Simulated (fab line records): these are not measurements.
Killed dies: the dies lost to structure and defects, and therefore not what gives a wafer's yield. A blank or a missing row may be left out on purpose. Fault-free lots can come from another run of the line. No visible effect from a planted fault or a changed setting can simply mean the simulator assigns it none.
fab line records -- flow berkeleyCmos170 -- part 1 of 2: steps 1 to 39 of 43
record: lots: 7, wafers: 21, lastDay: 14
route steps=331 shown SILICIDE@212 CONTACT@216 M1@238 M3@331
lots that met no fault: taken from a fault-free run of the same line
startH: the number of hours between the record's first day and the start of the first shown wafer of the lot -- waitH: hours from the lot's prior step to this one -- " as in the row above -- L1.1+2: a row that stands for several wafers -- - either no value or no given start -- * or withheld: withheld -- < > ~ a bound
route shown NAME@n: a module of which the file shows steps, and the number in the route of the first -- usual: mean/standard deviation taken from wafers without a fault -- same: alike in all rows -- chamber/n: place in a boat -- sites: each site's reading -- _std_site: the values' standard deviation -- _edge_site: the outer-site mean with the inner-site mean subtracted -- radiusMm: for every site, how far away it sits from the centre of the wafer -- mask NAME#n: copy n -- behind: the most recent tool/chamber to have shaped the wafer -- hold: what put the lot on hold/how long, in hours/how the hold closed -- device: names the non-switching transistor (n, p or np) -- end of line: the route-end tests of the same wafers -- a step without rows: its recipe alone -- killed: not the wafer's yield, but the dies lost to structure and defects at the first sort -- map: per-die view of a wafer (x killed, . not killed, _ where there is no die)
set.NAME: the setting as run; set.NAME@STEP: as run at that earlier step -- model.NAME: the simulator's own value behind a step, which no gauge read
lots seen at some steps along the route; tables by step, rows by wafer
services: a tool's chamber out of use, with start hour (startH, from the record's first day; less than 0 if before it), hours out, and reason
== steps ==
step: UCB170_SILICIDE_RS_MEAS_02
recipe: thkMeasGauge: four-point-probe, reads: Ti_of_SILICIDE_SPUTTER_01
usual: SILICIDE_TI_RS: 26.0/0.41
lot.wafer,tool,chamber,startH,waitH,SILICIDE_TI_RS[ohm/sq]
L494.2,filmMetro-02,-,186.44,0.1,26.0
L494.5,filmMetro-02,-,186.44,0.1,25.8
L494.6,filmMetro-02,-,186.44,0.1,25.9
L498.1,filmMetro-04,-,200.72,0.0,25.6
L498.2,filmMetro-04,-,200.72,0.0,25.3
L498.4,filmMetro-04,-,200.72,0.0,25.9
L500.1,filmMetro-04,-,221.03,0.0,26.3
L500.5,filmMetro-04,-,221.03,0.0,26.2
L500.6,filmMetro-04,-,221.03,0.0,26.8
L501.1,filmMetro-03,-,221.29,0.0,25.5
L501.2,filmMetro-03,-,221.29,0.0,26.0
L501.4,filmMetro-03,-,221.29,0.0,25.6
L509.1,filmMetro-02,-,257.78,0.0,25.7
L509.5,filmMetro-02,-,257.78,0.0,25.7
L509.6,filmMetro-02,-,257.78,0.0,25.2
L511.2,filmMetro-04,-,287.43,0.0,26.0
L511.3,filmMetro-04,-,287.43,0.0,25.7
L511.6,filmMetro-04,-,287.43,0.0,25.8
L514.4,filmMetro-03,-,302.72,0.1,26.1
L514.5,filmMetro-03,-,302.72,0.1,26.9
L514.6,filmMetro-03,-,302.72,0.1,26.4
step: UCB170_SILICIDE_THK_MEAS_03
recipe: thkMeasGauge: xrf, reads: Ti_of_SILICIDE_SPUTTER_01
usual: SILICIDE_TI_THK: 29.9/0.42
lot.wafer,tool,chamber,startH,waitH,SILICIDE_TI_THK[nm]
L494.2,filmMetro-02,-,186.55,0.1,29.9
L494.5,filmMetro-02,-,186.55,0.1,30.2
L494.6,filmMetro-02,-,186.55,0.1,30.1
L498.1,filmMetro-04,-,200.84,0.1,30.3
L498.2,filmMetro-04,-,200.84,0.1,30.8
L498.4,filmMetro-04,-,200.84,0.1,30.3
L500.1,filmMetro-04,-,221.15,0.1,29.7
L500.5,filmMetro-04,-,221.15,0.1,30.0
L500.6,filmMetro-04,-,221.15,0.1,29.4
L501.1,filmMetro-03,-,221.41,0.1,30.2
L501.2,filmMetro-03,-,221.41,0.1,29.5
L501.4,filmMetro-03,-,221.41,0.1,30.0
L509.1,filmMetro-02,-,257.90,0.1,30.2
L509.5,filmMetro-02,-,257.90,0.1,30.3
L509.6,filmMetro-02,-,257.90,0.1,30.7
L511.2,filmMetro-04,-,287.54,0.1,30.0
L511.3,filmMetro-04,-,287.54,0.1,30.2
L511.6,filmMetro-04,-,287.54,0.1,30.2
L514.4,filmMetro-03,-,302.81,0.1,29.5
L514.5,filmMetro-03,-,302.81,0.1,29.1
L514.6,filmMetro-03,-,302.81,0.1,29.6
step: UCB170_SILICIDE_RTA_04
recipe: tempC: 650, timeS: 15, ambient: N2
usual: lampPowerPct: 11.3/0.4, wafer_temp_C_max: 653.4/0.65
same: timeS: 15
lot.wafer,tool,chamber,startH,waitH,lampPowerPct,wafer_temp_C_max
L494.2,rtpAnneal-01,0,186.61,0.1,11.7,652.8
L494.5,rtpAnneal-01,0,186.61,0.1,11.7,653.3
L494.6,rtpAnneal-01,0,186.61,0.1,11.8,652.6
L498.1,rtpAnneal-01,0,200.90,0.1,11.7,652.7
L498.2,rtpAnneal-01,0,200.90,0.1,11.8,653.6
L498.4,rtpAnneal-01,0,200.90,0.1,11.7,652.6
L500.1,rtpAnneal-01,0,221.21,0.1,11.7,653.1
L500.5,rtpAnneal-01,0,221.21,0.1,11.7,651.3
L500.6,rtpAnneal-01,0,221.21,0.1,11.7,652.7
L501.1,rtpAnneal-02,0,221.47,0.1,10.9,654.1
L501.2,rtpAnneal-02,0,221.47,0.1,11.0,653.2
L501.4,rtpAnneal-02,0,221.47,0.1,11.0,652.9
L509.1,rtpAnneal-01,0,257.96,0.1,11.7,652.8
L509.5,rtpAnneal-01,0,257.96,0.1,11.7,652.5
L509.6,rtpAnneal-01,0,257.96,0.1,11.7,652.3
L511.2,rtpAnneal-02,0,287.60,0.1,11.0,653.4
L511.3,rtpAnneal-02,0,287.60,0.1,10.9,653.6
L511.6,rtpAnneal-02,0,287.60,0.1,10.9,653.7
L514.4,rtpAnneal-02,0,302.88,0.1,11.0,653.0
L514.5,rtpAnneal-02,0,302.88,0.1,10.9,652.3
L514.6,rtpAnneal-02,0,302.88,0.1,11.0,653.6
step: UCB170_SILICIDE_WET_ETCH_05
recipe: chemistry: SPM, timeS: 45, tempC: 120, target: Ti
step: UCB170_CONTACT_CLEAN_00
recipe: chemistry: SPM, tempC: 120, timeS: 600
step: UCB170_CONTACT_CVD_01
recipe: material: PSG, targetThkNm: 700, tempC: 450, precursor: SiH4/O2/PH3, timeS: 2820, pressureMtorr: 300, sih4FlowSccm: 60, o2FlowSccm: 90, ph3FlowSccm: 25
step: UCB170_CONTACT_THK_MEAS_02
recipe: reads: PSG_of_CONTACT_CVD_01
usual: CONTACT_PSG_THK: 699/5.6
lot.wafer,tool,chamber,startH,waitH,CONTACT_PSG_THK[nm]
L494.2,filmMetro-01,-,188.66,0.0,698
L494.5,filmMetro-01,-,188.66,0.0,700
L494.6,filmMetro-01,-,188.66,0.0,696
L498.1,filmMetro-01,-,203.86,0.0,700
L498.2,filmMetro-01,-,203.86,0.0,700
L498.4,filmMetro-01,-,203.86,0.0,699
L500.1,filmMetro-03,-,223.27,0.0,714
L500.5,filmMetro-03,-,223.27,0.0,705
L500.6,filmMetro-03,-,223.27,0.0,703
L501.1,filmMetro-01,-,223.94,0.0,706
L501.2,filmMetro-01,-,223.94,0.0,701
L501.4,filmMetro-01,-,223.94,0.0,700
L509.1,filmMetro-01,-,260.15,0.0,698
L509.5,filmMetro-01,-,260.15,0.0,704
L509.6,filmMetro-01,-,260.15,0.0,700
L511.2,filmMetro-01,-,292.61,0.0,690
L511.3,filmMetro-01,-,292.61,0.0,691
L511.6,filmMetro-01,-,292.61,0.0,685
L514.4,filmMetro-03,-,305.14,0.0,694
L514.5,filmMetro-03,-,305.14,0.0,698
L514.6,filmMetro-03,-,305.14,0.0,697
step: UCB170_CONTACT_HMDS_03
recipe: primeTimeS: 60, primeTempC: 100
step: UCB170_CONTACT_COAT_04
recipe: resist: KrF, spinRpm: 1500, resistThkNm: 900
step: UCB170_CONTACT_SOFTBAKE_05
recipe: resist: KrF, tempC: 130, timeS: 60
step: UCB170_CONTACT_STRIP_06
recipe: chemistry: O2, powerW: 400, pressureMtorr: 3500, platenTempC: withheld, o2FlowSccm: 400, overashFraction: 0.5
step: UCB170_CONTACT_CLEAN_07
recipe: chemistry: SPM, tempC: 120, timeS: 600
step: UCB170_CONTACT_RTA_08
recipe: tempC: 900, timeS: 10, ambient: N2
usual: lampPowerPct: 26.4/0.92, wafer_temp_C_max: 904.8/0.98
same: timeS: 10
lot.wafer,tool,chamber,startH,waitH,lampPowerPct,wafer_temp_C_max
L494.2,rtpAnneal-01,0,189.45,0.0,27.4,904.0
L494.5,rtpAnneal-01,0,189.45,0.0,27.4,903.5
L494.6,rtpAnneal-01,0,189.45,0.0,27.4,905.8
L498.1,rtpAnneal-02,0,204.64,0.0,27.2,905.5
L498.2,rtpAnneal-02,0,204.64,0.0,27.2,904.1
L498.4,rtpAnneal-02,0,204.64,0.0,27.2,905.0
L500.1,rtpAnneal-02,0,224.05,0.0,27.2,906.6
L500.5,rtpAnneal-02,0,224.05,0.0,27.2,905.3
L500.6,rtpAnneal-02,0,224.05,0.0,27.2,906.1
L501.1,rtpAnneal-02,0,224.73,0.0,27.2,906.4
L501.2,rtpAnneal-02,0,224.73,0.0,27.2,904.8
L501.4,rtpAnneal-02,0,224.73,0.0,27.2,905.4
L509.1,rtpAnneal-01,0,262.94,0.0,27.4,904.0
L509.5,rtpAnneal-01,0,262.94,0.0,27.4,904.6
L509.6,rtpAnneal-01,0,262.94,0.0,27.4,904.5
L511.2,rtpAnneal-01,0,293.40,0.0,27.4,903.0
L511.3,rtpAnneal-01,0,293.40,0.0,27.4,905.2
L511.6,rtpAnneal-01,0,293.40,0.0,27.4,904.7
L514.4,rtpAnneal-02,0,306.06,0.0,25.5,906.0
L514.5,rtpAnneal-02,0,306.06,0.0,25.6,905.4
L514.6,rtpAnneal-02,0,306.06,0.0,25.6,907.1
step: UCB170_CONTACT_COAT_09
recipe: resist: BARC, tempC: withheld, timeS: withheld, spinRpm: 3000, resistThkNm: withheld
step: UCB170_CONTACT_COAT_10
recipe: resist: KrF, spinRpm: 1500, resistThkNm: 900
step: UCB170_CONTACT_SOFTBAKE_11
recipe: resist: KrF, tempC: 130, timeS: 60
step: UCB170_CONTACT_EXPOSE_12
recipe: maskId: CONT, targetCdNm: 700, na: 0.5, sigmaOuter: 0.6, sourceShape: conventional, doseMj: 35
step: UCB170_CONTACT_PEB_13
recipe: pebTempC: 130, pebTimeS: withheld, resist: KrF
step: UCB170_CONTACT_DEVELOP_14
recipe: developer: TMAH, developTimeS: 45, resist: KrF, devTempC: 21
step: UCB170_CONTACT_CD_MEAS_15
recipe: targetCdNm: 700
usual: cdNm: 699.7/1
lot.wafer,tool,chamber,startH,waitH,cdNm
L494.2,cdSem-02,-,190.36,-,700.2
L494.5,cdSem-02,-,190.36,-,700.0
L494.6,cdSem-02,-,190.36,-,699.8
L498.1,cdSem-02,-,206.16,-,699.5
L498.2,cdSem-02,-,206.16,-,698.1
L498.4,cdSem-02,-,206.16,-,698.2
L500.1,cdSem-01,-,225.08,-,699.6
L500.5,cdSem-01,-,225.08,-,699.4
L500.6,cdSem-01,-,225.08,-,698.5
L501.1,cdSem-01,-,225.64,-,699.1
L501.2,cdSem-01,-,225.64,-,699.2
L501.4,cdSem-01,-,225.64,-,698.0
L509.1,cdSem-01,-,264.18,-,699.6
L509.5,cdSem-01,-,264.18,-,699.8
L509.6,cdSem-01,-,264.18,-,699.6
L511.2,cdSem-02,-,294.32,-,699.8
L511.3,cdSem-02,-,294.32,-,699.0
L511.6,cdSem-02,-,294.32,-,699.9
L514.4,cdSem-02,-,307.65,-,699.3
L514.5,cdSem-02,-,307.65,-,698.9
L514.6,cdSem-02,-,307.65,-,700.2
step: UCB170_CONTACT_OVL_MEAS_16
usual: CONTACT_OVL: 0/4.3
lot.wafer,tool,chamber,startH,waitH,CONTACT_OVL[nm]
L494.2,overlay-01,-,190.47,0.1,-4
L494.5,overlay-01,-,190.47,0.1,-2
L494.6,overlay-01,-,190.47,0.1,-2
L498.1,overlay-01,-,206.28,0.1,3
L498.2,overlay-01,-,206.28,0.1,-2
L498.4,overlay-01,-,206.28,0.1,1
L500.1,overlay-01,-,225.20,0.1,-7
L500.5,overlay-01,-,225.20,0.1,-3
L500.6,overlay-01,-,225.20,0.1,1
L501.1,overlay-02,-,225.76,0.1,3
L501.2,overlay-02,-,225.76,0.1,-3
L501.4,overlay-02,-,225.76,0.1,1
L509.1,overlay-01,-,264.30,0.1,6
L509.5,overlay-01,-,264.30,0.1,-2
L509.6,overlay-01,-,264.30,0.1,-5
L511.2,overlay-02,-,294.42,0.1,6
L511.3,overlay-02,-,294.42,0.1,4
L511.6,overlay-02,-,294.42,0.1,5
L514.4,overlay-01,-,307.73,0.1,4
L514.5,overlay-01,-,307.73,0.1,1
L514.6,overlay-01,-,307.73,0.1,4
step: UCB170_CONTACT_ETCH_17
recipe: chemistry: N2/H2, targetDepthA: withheld, overetchA: withheld, target: BARC, timeS: withheld, sourceW: 500, biasW: 100, pressureMtorr: 30, n2FlowSccm: 100, h2FlowSccm: 200
usual: chamberPressureMTorr: 30.003/0.025, drypumpMotorCurrentA: 5.8/0.51, oesProductAu: 1.009/0.019, throttleValvePct: 13.36/0.17
lot.wafer,tool,chamber,startH,waitH,chamberPressureMTorr,drypumpMotorCurrentA,oesProductAu,throttleValvePct
L494.2,rieDiel-02,1,190.50,0.0,30.001,5.3,1.014,13.40
L494.5,rieDiel-02,3,190.50,0.0,30.044,5.6,1.036,13.54
L494.6,rieDiel-02,2,190.50,0.0,29.987,6.7,1.003,13.63
L498.1,rieDiel-04,3,206.31,0.0,29.981,6.5,1.012,13.42
L498.2,rieDiel-04,1,206.31,0.0,29.990,5.2,0.982,13.50
L498.4,rieDiel-04,2,206.31,0.0,29.984,5.8,1.016,13.38
L500.1,rieDiel-02,3,225.24,0.0,29.980,5.6,1.035,13.54
L500.5,rieDiel-02,3,225.24,0.0,30.017,5.6,1.044,13.54
L500.6,rieDiel-02,0,225.24,0.0,30.005,5.2,0.979,13.15
L501.1,rieDiel-04,2,225.79,0.0,29.997,5.8,1.005,13.38
L501.2,rieDiel-04,0,225.79,0.0,29.965,5.3,1.021,13.14
L501.4,rieDiel-04,3,225.79,0.0,30.018,6.4,1.005,13.41
L509.1,rieDiel-04,3,264.33,0.0,30.019,6.4,1.002,13.42
L509.5,rieDiel-04,2,264.33,0.0,29.970,5.8,0.998,13.37
L509.6,rieDiel-04,3,264.33,0.0,30.013,6.4,1.002,13.42
L511.2,rieDiel-01,1,294.45,0.0,30.035,6.0,1.018,13.12
L511.3,rieDiel-01,3,294.45,0.0,29.995,5.8,1.004,13.04
L511.6,rieDiel-01,2,294.45,0.0,30.026,6.2,1.007,13.36
L514.4,rieDiel-01,1,307.77,0.0,29.953,6.0,1.016,13.12
L514.5,rieDiel-01,0,307.77,0.0,29.989,5.3,0.999,13.44
L514.6,rieDiel-01,3,307.77,0.0,29.970,5.8,1.008,13.06
step: UCB170_CONTACT_ETCH_18
recipe: chemistry: CHF3/CF4/Ar, target: PSG, stopOn: TiSi2, CHF3_flow_sccm: 45, cf4FlowSccm: 15, Ar_flow_sccm: 150, pressureMtorr: 200, rfW: 700, targetDepthA: 8400, overEtchFrac: 0.2, timeS: 195
step: UCB170_CONTACT_STRIP_19
recipe: chemistry: O2, powerW: 400, pressureMtorr: 3500, platenTempC: withheld, o2FlowSccm: 400, overashFraction: 0.5
usual: chamberPressureMTorr: 3500/3.1, drypumpMotorCurrentA: 5.5/0.41, o2FlowSccm: 400.2/1.1, oesProductAu: 0.726/0.0045
lot.wafer,tool,chamber,startH,waitH,chamberPressureMTorr,drypumpMotorCurrentA,o2FlowSccm,oesProductAu,rfHoursCounterH
L494.2,plasmaAsher-03,1,190.67,-,3506,5.6,398.3,0.717,39
L494.5,plasmaAsher-03,1,190.67,-,3501,5.6,399.4,0.725,-
L494.6,plasmaAsher-03,0,190.67,-,3503,5.8,400.1,0.724,-
L498.1,plasmaAsher-03,0,206.48,-,3502,5.8,400.9,0.725,40
L498.2,plasmaAsher-03,1,206.48,-,3501,5.6,400.1,0.723,40
L498.4,plasmaAsher-03,0,206.48,-,3498,5.8,400.0,0.717,-
L500.1,plasmaAsher-01,1,225.40,-,3511,6.1,401.5,0.724,52
L500.5,plasmaAsher-01,1,225.40,-,3500,6.1,399.9,0.716,-
L500.6,plasmaAsher-01,0,225.40,-,3505,5.3,401.4,0.729,-
L501.1,plasmaAsher-03,0,225.96,-,3496,5.9,399.3,0.721,42
L501.2,plasmaAsher-03,1,225.96,-,3500,5.6,400.5,0.731,42
L501.4,plasmaAsher-03,0,225.96,-,3506,5.9,401.5,0.723,-
L509.1,plasmaAsher-03,1,264.50,-,3500,5.6,400.7,0.725,46
L509.5,plasmaAsher-03,0,264.50,-,3497,5.8,400.3,0.731,-
L509.6,plasmaAsher-03,1,264.50,-,3502,5.6,400.0,0.730,-
L511.2,plasmaAsher-01,0,294.62,-,3503,5.3,400.6,0.719,58
L511.3,plasmaAsher-01,1,294.62,-,3497,6.1,400.4,0.719,-
L511.6,plasmaAsher-01,1,294.62,-,3496,6.1,400.7,0.733,-
L514.4,plasmaAsher-01,0,307.95,-,3502,5.3,399.8,0.723,-
L514.5,plasmaAsher-01,1,307.95,-,3501,6.1,399.4,0.723,-
L514.6,plasmaAsher-01,0,307.95,-,3499,5.3,399.8,0.720,-
step: UCB170_CONTACT_CD_MEAS_90
recipe: targetCdNm: 700
usual: cdNm: 700.0/1.3
lot.wafer,tool,chamber,startH,waitH,cdNm
L494.2,cdSem-01,-,190.79,0.1,700.5
L494.5,cdSem-01,-,190.79,0.1,701.1
L494.6,cdSem-01,-,190.79,0.1,700.7
L498.1,cdSem-01,-,206.59,0.1,698.3
L498.2,cdSem-01,-,206.59,0.1,698.9
L498.4,cdSem-01,-,206.59,0.1,698.0
L500.1,cdSem-01,-,225.51,0.1,699.3
L500.5,cdSem-01,-,225.51,0.1,699.7
L500.6,cdSem-01,-,225.51,0.1,698.4
L501.1,cdSem-01,-,226.06,0.1,699.1
L501.2,cdSem-01,-,226.06,0.1,699.5
L501.4,cdSem-01,-,226.06,0.1,698.8
L509.1,cdSem-02,-,264.60,0.1,699.3
L509.5,cdSem-02,-,264.60,0.1,700.3
L509.6,cdSem-02,-,264.60,0.1,700.4
L511.2,cdSem-01,-,294.74,0.1,701.2
L511.3,cdSem-01,-,294.74,0.1,699.3
L511.6,cdSem-01,-,294.74,0.1,699.4
L514.4,cdSem-01,-,308.07,0.1,700.2
L514.5,cdSem-01,-,308.07,0.1,699.4
L514.6,cdSem-01,-,308.07,0.1,699.6
step: UCB170_CONTACT_CLEAN_20
recipe: chemistry: SPM, tempC: 120, timeS: 600
step: UCB170_M1_SPUTTER_00
recipe: material: Al, targetThkNm: 600, timeS: 80, powerW: 6000, chamberPressurePa: 0.5
usual: cathodeDcPowerW: 6000.1/1.1, throttleValvePct: 30.2/1.2
same: timeS: 80
lot.wafer,tool,chamber,startH,waitH,cathodeDcPowerW,throttleValvePct
L494.2,pvdSputter-04,-,191.06,0.0,5998.8,28.5
L494.5,pvdSputter-04,-,191.06,0.0,6001.3,31.6
L494.6,pvdSputter-04,-,191.06,0.0,6001.7,31.6
L498.1,pvdSputter-01,-,206.90,0.0,6000.4,30.4
L498.2,pvdSputter-01,-,206.90,0.0,5998.9,30.6
L498.4,pvdSputter-01,-,206.90,0.0,6000.1,31.0
L500.1,pvdSputter-02,-,226.37,0.0,5998.7,30.2
L500.5,pvdSputter-02,-,226.37,0.0,6001.0,30.3
L500.6,pvdSputter-02,-,226.37,0.0,6001.2,29.3
L501.1,pvdSputter-04,-,226.43,0.1,5999.8,31.3
L501.2,pvdSputter-04,-,226.43,0.1,6000.3,31.7
L501.4,pvdSputter-04,-,226.43,0.1,6000.5,29.3
L509.1,pvdSputter-01,-,264.90,0.0,5999.4,28.6
L509.5,pvdSputter-01,-,264.90,0.0,5999.0,30.9
L509.6,pvdSputter-01,-,264.90,0.0,5998.1,27.3
L511.2,pvdSputter-04,-,295.02,0.0,5999.8,31.5
L511.3,pvdSputter-04,-,295.02,0.0,6000.9,28.6
L511.6,pvdSputter-04,-,295.02,0.0,6001.5,28.5
L514.4,pvdSputter-04,-,308.31,0.0,6001.4,29.5
L514.5,pvdSputter-04,-,308.31,0.0,6000.3,31.6
L514.6,pvdSputter-04,-,308.31,0.0,5997.4,28.6
step: UCB170_M1_RS_MEAS_01
recipe: thkMeasGauge: four-point-probe, reads: Al_of_M1_SPUTTER_00
usual: M1_AL_RS: 0.0485/0.00064
lot.wafer,tool,chamber,startH,waitH,M1_AL_RS[ohm/sq]
L494.2,filmMetro-02,-,191.14,0.1,0.0494
L494.5,filmMetro-02,-,191.14,0.1,0.0481
L494.6,filmMetro-02,-,191.14,0.1,0.0478
L498.1,filmMetro-04,-,206.97,0.0,0.0491
L498.2,filmMetro-04,-,206.97,0.0,0.0485
L498.4,filmMetro-04,-,206.97,0.0,0.0489
L500.1,filmMetro-02,-,226.44,0.0,0.0478
L500.5,filmMetro-02,-,226.44,0.0,0.0476
L500.6,filmMetro-02,-,226.44,0.0,0.0479
L501.1,filmMetro-04,-,226.49,0.0,0.0476
L501.2,filmMetro-04,-,226.49,0.0,0.0481
L501.4,filmMetro-04,-,226.49,0.0,0.0483
L509.1,filmMetro-01,-,264.96,0.0,0.0489
L509.5,filmMetro-01,-,264.96,0.0,0.0481
L509.6,filmMetro-01,-,264.96,0.0,0.0483
L511.2,filmMetro-01,-,295.10,0.1,0.0486
L511.3,filmMetro-01,-,295.10,0.1,0.0495
L511.6,filmMetro-01,-,295.10,0.1,0.0497
L514.4,filmMetro-02,-,308.43,0.1,0.0484
L514.5,filmMetro-02,-,308.43,0.1,0.0477
L514.6,filmMetro-02,-,308.43,0.1,0.0491
step: UCB170_M1_THK_MEAS_02
recipe: thkMeasGauge: xrf, reads: Al_of_M1_SPUTTER_00
usual: M1_AL_THK: 598/9
lot.wafer,tool,chamber,startH,waitH,M1_AL_THK[nm]
L494.2,filmMetro-02,-,191.25,0.1,587
L494.5,filmMetro-02,-,191.25,0.1,608
L494.6,filmMetro-02,-,191.25,0.1,608
L498.1,filmMetro-04,-,207.09,0.1,592
L498.2,filmMetro-04,-,207.09,0.1,604
L498.4,filmMetro-04,-,207.09,0.1,602
L500.1,filmMetro-02,-,226.56,0.1,609
L500.5,filmMetro-02,-,226.56,0.1,615
L500.6,filmMetro-02,-,226.56,0.1,609
L501.1,filmMetro-04,-,226.61,0.1,608
L501.2,filmMetro-04,-,226.61,0.1,602
L501.4,filmMetro-04,-,226.61,0.1,608
L509.1,filmMetro-01,-,265.08,0.1,590
L509.5,filmMetro-01,-,265.08,0.1,594
L509.6,filmMetro-01,-,265.08,0.1,596
L511.2,filmMetro-01,-,295.21,0.1,591
L511.3,filmMetro-01,-,295.21,0.1,582
L511.6,filmMetro-01,-,295.21,0.1,579
L514.4,filmMetro-02,-,308.52,0.1,599
L514.5,filmMetro-02,-,308.52,0.1,610
L514.6,filmMetro-02,-,308.52,0.1,593
step: UCB170_M1_COAT_03
recipe: resist: BARC, tempC: withheld, timeS: withheld, spinRpm: 3000, resistThkNm: withheld
step: UCB170_M1_COAT_04
recipe: resist: KrF, spinRpm: 1500, resistThkNm: 900
step: UCB170_M1_SOFTBAKE_05
recipe: resist: KrF, tempC: 130, timeS: 60
step: UCB170_M1_EXPOSE_06
recipe: maskId: METAL1, targetCdNm: 700, na: 0.5, sigmaOuter: 0.6, sourceShape: conventional, doseMj: 21
step: UCB170_M1_PEB_07
recipe: pebTempC: 130, pebTimeS: withheld, resist: KrF
step: UCB170_M1_DEVELOP_08
recipe: developer: TMAH, developTimeS: 45, resist: KrF, devTempC: 21
step: UCB170_M1_CD_MEAS_09
recipe: targetCdNm: 700
usual: cdNm: 700.4/1.6
lot.wafer,tool,chamber,startH,waitH,cdNm
L494.2,cdSem-01,-,192.16,-,703.5
L494.5,cdSem-01,-,192.16,-,701.5
L494.6,cdSem-01,-,192.16,-,702.5
L498.1,cdSem-01,-,208.05,-,700.2
L498.2,cdSem-01,-,208.05,-,699.9
L498.4,cdSem-01,-,208.05,-,700.6
L500.1,cdSem-01,-,228.52,-,701.1
L500.5,cdSem-01,-,228.52,-,700.9
L500.6,cdSem-01,-,228.52,-,702.1
L501.1,cdSem-01,-,228.67,-,701.7
L501.2,cdSem-01,-,228.67,-,700.3
L501.4,cdSem-01,-,228.67,-,701.1
L509.1,cdSem-01,-,266.10,-,699.0
L509.5,cdSem-01,-,266.10,-,701.1
L509.6,cdSem-01,-,266.10,-,701.9
L511.2,cdSem-01,-,296.34,-,697.7
L511.3,cdSem-01,-,296.34,-,698.1
L511.6,cdSem-01,-,296.34,-,699.0
L514.4,cdSem-02,-,309.93,-,702.0
L514.5,cdSem-02,-,309.93,-,701.2
L514.6,cdSem-02,-,309.93,-,700.6
step: UCB170_M1_OVL_MEAS_10
usual: M1_OVL: -2/5
lot.wafer,tool,chamber,startH,waitH,M1_OVL[nm]
L494.2,overlay-02,-,192.27,0.1,4
L494.5,overlay-02,-,192.27,0.1,0
L494.6,overlay-02,-,192.27,0.1,-7
L498.1,overlay-02,-,208.17,0.1,4
L498.2,overlay-02,-,208.17,0.1,-1
L498.4,overlay-02,-,208.17,0.1,5
L500.1,overlay-02,-,228.64,0.1,-2
L500.5,overlay-02,-,228.64,0.1,-2
L500.6,overlay-02,-,228.64,0.1,-4
L501.1,overlay-01,-,228.79,0.1,6
L501.2,overlay-01,-,228.79,0.1,-5
L501.4,overlay-01,-,228.79,0.1,0
L509.1,overlay-01,-,266.22,0.1,2
L509.5,overlay-01,-,266.22,0.1,-1
L509.6,overlay-01,-,266.22,0.1,4
L511.2,overlay-01,-,296.45,0.1,-8
L511.3,overlay-01,-,296.45,0.1,1
L511.6,overlay-01,-,296.45,0.1,-2
L514.4,overlay-01,-,310.01,0.1,-3
L514.5,overlay-01,-,310.01,0.1,-7
L514.6,overlay-01,-,310.01,0.1,-5
step: UCB170_M1_ETCH_11
recipe: chemistry: N2/H2, targetDepthA: withheld, overetchA: withheld, target: BARC, timeS: withheld, sourceW: 500, biasW: 100, pressureMtorr: 30, n2FlowSccm: 100, h2FlowSccm: 200
step: UCB170_M1_METAL_ETCH_12
recipe: chemistry: Cl2/BCl3, target: Al, stopOn: PSG, pressureMtorr: 12, targetDepthA: 7800, overEtchFrac: 0.3, timeS: 130, icpW: 600, biasW: 120, Cl2_flow_sccm: 90, bcl3FlowSccm: 45
